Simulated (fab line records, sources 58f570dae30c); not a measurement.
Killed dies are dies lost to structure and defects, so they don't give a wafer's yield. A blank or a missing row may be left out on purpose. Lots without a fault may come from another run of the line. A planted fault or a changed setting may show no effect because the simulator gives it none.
Chamber matching | flow berkeley_cmos170 | UCB170_GATE_ETCH_15 on rie_si-01: 4 sister chambers
The step etches poly-Si in HBr/Cl2, stops on SiO2, time 56.3 s, target depth 278.2 nm. 4 wafers are shown with their chamber, then 7 later ones without.

WAFERS WITH THEIR CHAMBER
wafer  | chamber | drypump_motor_current_A (A)
L268.4 | 3       | 5.41
L268.6 | 1       | 6.50
L272.2 | 2       | 5.90
L272.4 | 0       | 5.59

WAFERS WITHOUT THEIR CHAMBER
wafer  | drypump_motor_current_A (A)
L272.6 | 5.59
L280.1 | 5.62
L280.2 | 6.51
L280.6 | 5.89
L281.1 | 5.91
L281.4 | 5.38
L281.5 | 6.50

WHICH CHAMBER EACH WENT THROUGH
wafer  | from the rows above | in truth
L272.6 | 0                   | 0
L280.1 | 0                   | 0
L280.2 | 1                   | 1
L280.6 | 2                   | 2
L281.1 | 2                   | 2
L281.4 | 3                   | 3
L281.5 | 1                   | 1
Placed correctly: 7 of 7. Can't be placed from these rows: 0. Placed wrongly: 0.
How it was worked out, from the rows above alone: a wafer's distance from a chamber is the root of the sum, over the readings, of the square of ((its reading less the chamber's mean) divided by the reading's scatter). The wafer belongs to the nearest chamber; if the next one is less than 2 further off, it can't be placed. A chamber's mean is the mean of its shown wafers. The scatter: with one shown wafer a chamber, the root of the mean of the squares of how far each hidden wafer lies from its nearest shown one.
